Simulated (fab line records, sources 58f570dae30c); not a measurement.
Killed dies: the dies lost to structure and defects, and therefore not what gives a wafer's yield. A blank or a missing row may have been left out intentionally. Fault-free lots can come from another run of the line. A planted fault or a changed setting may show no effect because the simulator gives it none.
fab line records | flow berkeley_cmos170
[record] lots = 14 wafers = 42 last_day = 12
route steps=331 shown START@1 PSD@183 M1@248 M2@287
lots with no fault: from the same line, run without faults
start_h: the number of hours between the record's first day and the start of the first shown wafer of the lot | wait_h: hours elapsed since this lot's preceding step | " identical to the entry in the row above | L1.1+2: a row that stands for several wafers | - no value present, or no start provided | * or withheld: withheld | < > ~ a bound
route shown NAME@n: names a module that has steps shown in the file, with the first one's number in the route | usual: mean/standard deviation taken from wafers without a fault | same: alike in all rows | chamber/n: place in a boat | sites: each site's reading | _std_site: standard deviation across them | _edge_site: outer sites' mean less inner sites' | radius_mm: for every site, how far away it sits from the centre of the wafer | mask NAME#n: copy n | behind: tool/chamber where the wafer was last shaped | hold: why the lot was held/for how many hours/how that ended | device: names the non-switching transistor (n, p or np) | end of line: tests of these same wafers at the route's end | a step without rows: its recipe alone | killed: dies lost to structure and defects at the first sort, not the wafer's yield | map: a wafer's dies, marking killed ones x, the rest . and places with no die _
set.NAME: the setting that was run; set.NAME@STEP: the one run at that earlier step | model.NAME: the simulator's own value behind a step, which no gauge read
the route's steps for a sample of lots (tables are steps, rows are wafers)
services: a tool's chamber out of use, with start hour (start_h, from the record's first day; less than 0 if before it), hours out, and reason
[[steps]]
[step UCB170_START_BOW_MEAS_00]
[recipe] mode = bow
[usual] INCOMING_BOW = 0/6.2
// columns lot.wafer tool chamber start_h wait_h INCOMING_BOW[um]
L568.1 film_metro-01 - 10.00 - -3
L568.3 " - " " -3
L568.5 " - " " 8
L569.1 film_metro-04 - 15.00 - -6
L569.2 " - " " 7
L569.6 " - " " 3
L570.1 film_metro-01 - 20.00 - 5
L570.2 " - " " -2
L570.4 " - " " -6
L571.1 film_metro-02 - 25.00 - -6
L571.3 " - " " 4
L571.5 " - " " 0
L572.1 film_metro-02 - 30.00 - -3
L572.2 " - " " -1
L572.6 " - " " 0
L573.1 film_metro-02 - 35.00 - -5
L573.5 " - " " -5
L573.6 " - " " 0
L574.2 film_metro-02 - 40.02 - 15
L574.5 " - " " -2
L574.6 " - " " 0
L579.1 film_metro-01 - 65.00 - 0
L579.3 " - " " 1
L579.6 " - " " 4
L580.2 film_metro-04 - 70.02 - 10
L580.3 " - " " -6
L580.5 " - " " 2
L581.2 film_metro-02 - 75.02 - 0
L581.3 " - " " 3
L581.4 " - " " -7
L585.1 film_metro-04 - 95.00 - 0
L585.2 " - " " -4
L585.4 " - " " 2
L587.2 film_metro-01 - 105.02 - -17
L587.5 " - " " 2
L587.6 " - " " 8
L589.2 film_metro-02 - 115.02 - -4
L589.4 " - " " -7
L589.5 " - " " 5
L591.3 film_metro-01 - 125.04 - -7
L591.4 " - " " -1
L591.5 " - " " 2
[step UCB170_PSD_IMPLANT_08]
[recipe] species = B dose_cm2 = 3e+15 energy_kev = 20 tilt_deg = 7
[usual] dose_ions_cm2 = 3.001e+15/3.2e+12 end_station_pressure_torr = 1.26e-05/5.8e-07 faraday_current_uA = 9248/180 tilt_deg = 7.003/0.02
// columns lot.wafer tool chamber start_h wait_h dose_ions_cm2 end_station_pressure_torr faraday_current_uA tilt_deg
L568.1 implanter-04 0 121.85 0.0 2.993e+15 1.17e-05 9298 7.002
L568.3 " 0 " " 2.999e+15 1.34e-05 9246 6.996
L568.5 " 0 " " 3e+15 1.33e-05 9079 7.009
L570.1 implanter-02 0 136.40 0.0 3.001e+15 1.32e-05 9283 6.974
L570.2 " 0 " " 3.002e+15 1.2e-05 9061 6.998
L570.4 " 0 " " 3.005e+15 1.25e-05 9143 6.996
L569.1 implanter-04 0 136.68 0.0 3.002e+15 1.36e-05 9204 7.023
L569.2 " 0 " " 3e+15 1.33e-05 9544 7.005
L569.6 " 0 " " 3.002e+15 1.32e-05 9366 7.027
L571.1 implanter-04 0 149.63 0.0 3e+15 1.14e-05 9309 6.998
L571.3 " 0 " " 3.002e+15 1.26e-05 9306 6.986
L571.5 " 0 " " 3.001e+15 1.13e-05 9178 6.982
L572.1 implanter-04 0 162.07 0.0 2.997e+15 1.23e-05 9405 7.014
L572.2 " 0 " " 3.001e+15 1.3e-05 9525 6.997
L572.6 " 0 " " 3.001e+15 1.24e-05 8945 7.000
L573.1 implanter-02 0 162.31 0.0 3.005e+15 1.2e-05 9302 7.015
L573.5 " 0 " " 3.003e+15 1.3e-05 9261 7.003
L573.6 " 0 " " 3e+15 1.31e-05 8989 7.045
L574.2 implanter-03 0 162.58 0.0 2.999e+15 1.28e-05 9248 7.002
L574.5 " 0 " " 3.003e+15 1.23e-05 9308 7.005
L574.6 " 0 " " 2.995e+15 1.2e-05 9138 7.022
L580.2 implanter-04 0 195.76 0.0 3.001e+15 1.27e-05 8854 6.994
L580.3 " 0 " " 3.001e+15 1.21e-05 9165 6.993
L580.5 " 0 " " 3.001e+15 1.24e-05 9118 7.015
L579.1 implanter-02 0 200.04 0.0 1.842e+15 9.4e-06 5780 6.991
L579.3 " 0 " " 1.838e+15 8.9e-06 5848 7.023
L579.6 " 0 " " 1.843e+15 9e-06 5852 6.990
L581.2 implanter-02 0 209.07 0.0 1.843e+15 9.7e-06 5864 6.986
L581.3 " 0 " " 1.845e+15 9e-06 5657 7.004
L581.4 " 0 " " 1.847e+15 9.3e-06 5739 6.994
L585.1 implanter-04 0 224.55 0.0 3.007e+15 1.25e-05 9415 7.021
L585.2 " 0 " " 3.002e+15 1.24e-05 8919 7.012
L585.4 " 0 " " 3.005e+15 1.27e-05 8894 7.015
L587.2 implanter-04 0 235.41 0.0 2.998e+15 1.21e-05 9180 7.021
L587.5 " 0 " " 3e+15 1.22e-05 9279 7.018
L587.6 " 0 " " 3.004e+15 1.2e-05 9394 6.985
L589.2 implanter-04 0 249.37 0.0 3.007e+15 1.29e-05 8917 6.985
L589.4 " 0 " " 3.001e+15 1.29e-05 9179 7.011
L589.5 " 0 " " 3.007e+15 1.31e-05 9393 6.953
L591.3 implanter-04 0 249.87 0.1 2.993e+15 1.24e-05 9189 6.967
L591.4 " 0 " " 2.998e+15 1.26e-05 9571 6.973
L591.5 " 0 " " 2.994e+15 1.31e-05 9022 6.971
[step UCB170_PSD_STRIP_09]
[recipe] chemistry = O2 power_w = 400 pressure_mtorr = 3500 platen_temp_c = withheld o2_flow_sccm = 400 overash_fraction = 0.5
[usual] drypump_motor_current_A = 6.0/0.45 oes_product_au = 0.600/0.0045 strip_time_to_endpoint_s = 29.43/0.071
// columns lot.wafer tool chamber start_h wait_h drypump_motor_current_A oes_product_au rf_hours_counter_h strip_time_to_endpoint_s
L568.1 plasma_asher-02 1 122.00 0.1 6.1 0.601 33 29.53
L568.3 " 0 " " 6.0 0.601 - 29.44
L568.5 " 1 " " 6.1 0.602 - 29.49
L570.1 plasma_asher-04 1 136.55 0.1 5.7 0.599 44 29.31
L570.2 " 0 " " 6.7 0.598 44 29.43
L570.4 " 0 " " 6.7 0.607 - 29.37
L569.1 plasma_asher-02 1 136.83 0.1 6.1 0.596 35 29.41
L569.2 " 0 " " 6.0 0.603 35 29.39
L569.6 " 1 " " 6.1 0.601 - 29.45
L571.1 plasma_asher-02 1 149.78 0.1 6.1 0.599 36 29.41
L571.3 " 1 " " 6.1 0.604 - 29.43
L571.5 " 0 " " 6.0 0.602 - 29.41
L572.1 plasma_asher-02 1 162.22 0.1 6.1 0.602 37 29.28
L572.2 " 0 " " 6.0 0.605 37 29.38
L572.6 " 0 " " 6.0 0.594 - 29.35
L573.1 plasma_asher-04 0 162.46 0.1 6.7 0.597 47 29.43
L573.5 " 1 " " 5.7 0.591 - 29.47
L573.6 " 0 " " 6.7 0.600 - 29.49
L574.2 plasma_asher-01 0 162.70 0.1 5.0 0.601 51 29.54
L574.5 " 0 " " 5.0 0.606 - 29.51
L574.6 " 1 " " 5.6 0.603 - 29.48
L580.2 plasma_asher-04 1 195.88 0.1 5.7 0.605 50 29.37
L580.3 " 1 " " 5.7 0.606 - 29.34
L580.5 " 1 " " 5.7 0.607 - 29.44
L579.1 plasma_asher-01 1 200.19 0.1 5.5 0.672 55 24.49
L579.3 " 0 " " 5.0 0.669 - 24.57
L579.6 " 0 " " 5.0 0.666 - 24.61
L581.2 plasma_asher-02 0 209.20 0.1 6.0 0.679 41 24.60
L581.3 " 0 " " 6.0 0.681 - 24.62
L581.4 " 1 " " 6.1 0.667 - 24.64
L585.1 plasma_asher-04 1 224.70 0.1 5.7 0.600 54 29.38
L585.2 " 0 " " 6.7 0.601 54 29.36
L585.4 " 0 " " 6.7 0.601 - 29.34
L587.2 plasma_asher-04 0 235.54 0.1 6.7 0.596 55 29.30
L587.5 " 1 " " 5.7 0.593 - 29.38
L587.6 " 0 " " 6.7 0.597 - 29.35
L589.2 plasma_asher-02 0 249.49 0.1 6.0 0.602 46 29.36
L589.4 " 0 " " 6.0 0.595 - 29.48
L589.5 " 1 " " 6.1 0.594 - 29.47
L591.3 plasma_asher-02 0 250.01 0.1 6.0 0.599 - 29.54
L591.4 " 1 " " 6.1 0.599 - 29.46
L591.5 " 1 " " 6.2 0.600 - 29.47
[step UCB170_PSD_TW_MEAS_10]
[usual] PSD_TW = 2308/23
// columns lot.wafer tool chamber start_h wait_h PSD_TW
L568.1 film_metro-04 - 122.10 0.1 2321
L568.3 " - " " 2300
L568.5 " - " " 2300
L570.1 film_metro-01 - 136.65 0.1 2281
L570.2 " - " " 2264
L570.4 " - " " 2283
L569.1 film_metro-04 - 136.93 0.1 2296
L569.2 " - " " 2304
L569.6 " - " " 2311
L571.1 film_metro-01 - 149.88 0.1 2290
L571.3 " - " " 2284
L571.5 " - " " 2286
L572.1 film_metro-01 - 162.32 0.1 2279
L572.2 " - " " 2283
L572.6 " - " " 2283
L573.1 film_metro-02 - 162.56 0.1 2318
L573.5 " - " " 2320
L573.6 " - " " 2323
L574.2 film_metro-02 - 162.81 0.1 2319
L574.5 " - " " 2329
L574.6 " - " " 2321
L580.2 film_metro-04 - 195.99 0.1 2329
L580.3 " - " " 2324
L580.5 " - " " 2324
L579.1 film_metro-04 - 200.29 0.1 2011
L579.3 " - " " 2000
L579.6 " - " " 2008
L581.2 film_metro-01 - 209.31 0.1 1961
L581.3 " - " " 1966
L581.4 " - " " 1959
L585.1 film_metro-02 - 224.80 0.1 2316
L585.2 " - " " 2310
L585.4 " - " " 2319
L587.2 film_metro-01 - 235.65 0.1 2295
L587.5 " - " " 2290
L587.6 " - " " 2291
L589.2 film_metro-02 - 249.60 0.1 2336
L589.4 " - " " 2328
L589.5 " - " " 2337
L591.3 film_metro-04 - 250.09 0.1 2337
L591.4 " - " " 2340
L591.5 " - " " 2344
[step UCB170_SDANNEAL_RS_MEAS_02]
[recipe] thk_meas_gauge = four-point-probe
[usual] PSD_RS = 75.5/0.33
// columns lot.wafer tool chamber start_h wait_h PSD_RS[ohm/sq]
L568.1 film_metro-01 - 125.99 0.1 75.4
L568.3 " - " " 75.7
L568.5 " - " " 75.9
L570.1 film_metro-01 - 141.72 0.0 75.6
L570.2 " - " " 75.8
L570.4 " - " " 75.6
L569.1 film_metro-04 - 141.96 0.0 76.0
L569.2 " - " " 75.9
L569.6 " - " " 76.0
L571.1 film_metro-01 - 152.98 0.0 75.2
L571.3 " - " " 75.4
L571.5 " - " " 75.6
L572.1 film_metro-02 - 165.26 0.0 75.6
L572.2 " - " " 75.6
L572.6 " - " " 75.1
L573.1 film_metro-01 - 165.41 0.0 75.4
L573.5 " - " " 75.4
L573.6 " - " " 75.6
L574.2 film_metro-04 - 165.67 0.1 75.7
L574.5 " - " " 75.9
L574.6 " - " " 75.6
L580.2 film_metro-04 - 199.41 0.1 75.3
L580.3 " - " " 75.6
L580.5 " - " " 75.2
L579.1 film_metro-02 - 204.06 0.0 105.3
L579.3 " - " " 105.2
L579.6 " - " " 105.3
L581.2 film_metro-02 - 212.16 0.1 105.5
L581.3 " - " " 105.6
L581.4 " - " " 106.2
L585.1 film_metro-01 - 228.19 0.0 76.0
L585.2 " - " " 76.0
L585.4 " - " " 76.1
L587.2 film_metro-01 - 238.69 0.1 75.6
L587.5 " - " " 75.5
L587.6 " - " " 75.6
L589.2 film_metro-02 - 252.71 0.1 75.7
L589.4 " - " " 75.4
L589.5 " - " " 75.4
L591.3 film_metro-04 - 253.65 0.1 75.2
L591.4 " - " " 75.3
L591.5 " - " " 75.4
[step UCB170_M1_OVL_MEAS_10]
[usual] M1_OVL = 1/5.7
// columns lot.wafer tool chamber start_h wait_h M1_OVL[nm]
L568.1 overlay-01 - 136.92 0.1 -2
L568.3 " - " " -6
L568.5 " - " " -6
L570.1 overlay-02 - 148.59 0.1 5
L570.2 " - " " -4
L570.4 " - " " 0
L569.1 overlay-02 - 149.32 0.1 2
L569.2 " - " " 8
L569.6 " - " " 4
L571.1 overlay-02 - 160.86 0.1 -4
L571.3 " - " " -1
L571.5 " - " " -1
L572.1 overlay-02 - 172.43 0.1 -8
L572.2 " - " " -7
L572.6 " - " " -7
L573.1 overlay-02 - 172.71 0.1 -12
L573.5 " - " " -8
L573.6 " - " " -4
L574.2 overlay-02 - 173.62 0.1 -2
L574.5 " - " " -6
L574.6 " - " " 6
L580.2 overlay-02 - 207.98 0.1 -5
L580.3 " - " " 3
L580.5 " - " " 8
L579.1 overlay-01 - 212.80 0.1 3
L579.3 " - " " -1
L579.6 " - " " 1
L581.2 overlay-02 - 219.87 0.1 10
L581.3 " - " " -7
L581.4 " - " " 4
L585.1 overlay-02 - 234.93 0.1 9
L585.2 " - " " 8
L585.4 " - " " 9
L587.2 overlay-02 - 247.04 0.1 -5
L587.5 " - " " 1
L587.6 " - " " -9
L589.2 overlay-02 - 259.49 0.1 -6
L589.4 " - " " 4
L589.5 " - " " 4
L591.3 overlay-02 - 262.57 0.1 3
L591.4 " - " " 1
L591.5 " - " " 6
[step UCB170_M2_OVL_MEAS_16]
[usual] M2_OVL = 1/5.9
// columns lot.wafer tool chamber start_h wait_h M2_OVL[nm]
L568.1 overlay-01 - 146.75 0.1 -6
L568.3 " - " " -4
L568.5 " - " " -1
L570.1 overlay-01 - 159.22 0.1 2
L570.2 " - " " -13
L570.4 " - " " 0
L569.1 overlay-02 - 159.47 0.1 -7
L569.2 " - " " -16
L569.6 " - " " -14
L571.1 overlay-02 - 172.09 0.1 -6
L571.3 " - " " -1
L571.5 " - " " -4
L572.1 overlay-02 - 183.54 0.1 1
L572.2 " - " " 6
L572.6 " - " " 8
L574.2 overlay-01 - 183.76 0.1 9
L574.5 " - " " 5
L574.6 " - " " 2
L573.1 overlay-02 - 183.82 0.1 4
L573.5 " - " " 11
L573.6 " - " " 13
L580.2 overlay-02 - 216.74 0.1 -7
L580.3 " - " " -1
L580.5 " - " " 2
L579.1 overlay-02 - 222.77 0.1 -14
L579.3 " - " " -14
L579.6 " - " " -1
L581.2 overlay-01 - 229.44 0.1 -7
L581.3 " - " " 5
L581.4 " - " " 2
L585.1 overlay-01 - 244.80 0.1 -2
L585.2 " - " " 1
L585.4 " - " " 5
L587.2 overlay-01 - 257.12 0.1 -1
L587.5 " - " " 2
L587.6 " - " " -6
L589.2 overlay-01 - 267.61 0.1 3
L589.4 " - " " 0
L589.5 " - " " -7
L591.3 overlay-01 - 272.08 0.1 3
L591.4 " - " " 11
L591.5 " - " " 3
[[services]]
// columns tool chamber start_h hours kind
implanter-02 - 99.85 5.7 pm
plasma_asher-02 - 157.02 1.9 repair
plasma_asher-02 - 157.98 4.2 repair
implanter-02 - 171.41 3.4 repair
plasma_asher-02 - 199.51 5.9 repair
[[key]]
[first_sign] step = UCB170_PSD_IMPLANT_08 reading = dose_ions_cm2 direction = down sigmas = 99+ usual = 3.001e+15 struck = 1.843e+15
[effect] step = UCB170_PSD_IMPLANT_08 reading = faraday_current_uA direction = down sigmas = 19 usual = 9248 struck = 5790
[effect] step = UCB170_PSD_STRIP_09 reading = strip_time_to_endpoint_s direction = down sigmas = 68 usual = * struck = *
[effect] step = UCB170_PSD_TW_MEAS_10 reading = PSD_TW direction = down sigmas = 14 usual = 2308 struck = 1984
[effect] step = UCB170_SDANNEAL_RS_MEAS_02 reading = PSD_RS direction = up sigmas = 91 usual = 75.5 struck = 105.5
met_at UCB170_PSD_IMPLANT_08
struck_lots L579,L581
tester_left_out L579,L581
not_acting_at UCB170_START_BOW_MEAS_00,UCB170_M1_OVL_MEAS_10,UCB170_M2_OVL_MEAS_16
onset_between 162.31 200.04
[fault] kind = process_parameter_drift tool = implanter-02 chamber = - onset_h = 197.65 steps = UCB170_PSD_IMPLANT_08 channel = dose_cm2 offset = -1.157e+15 shape = step end_h = 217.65 acts_in = these_recipes_only stated = 3e+15
// tester_left_out: of these lots the tester's yield and bins aren't shown, on N5 and GAA mostly nor the transistor test; their killed dies are dies lost to structure and defects alone, not to doping, threshold or leakage, so they don't give the yield
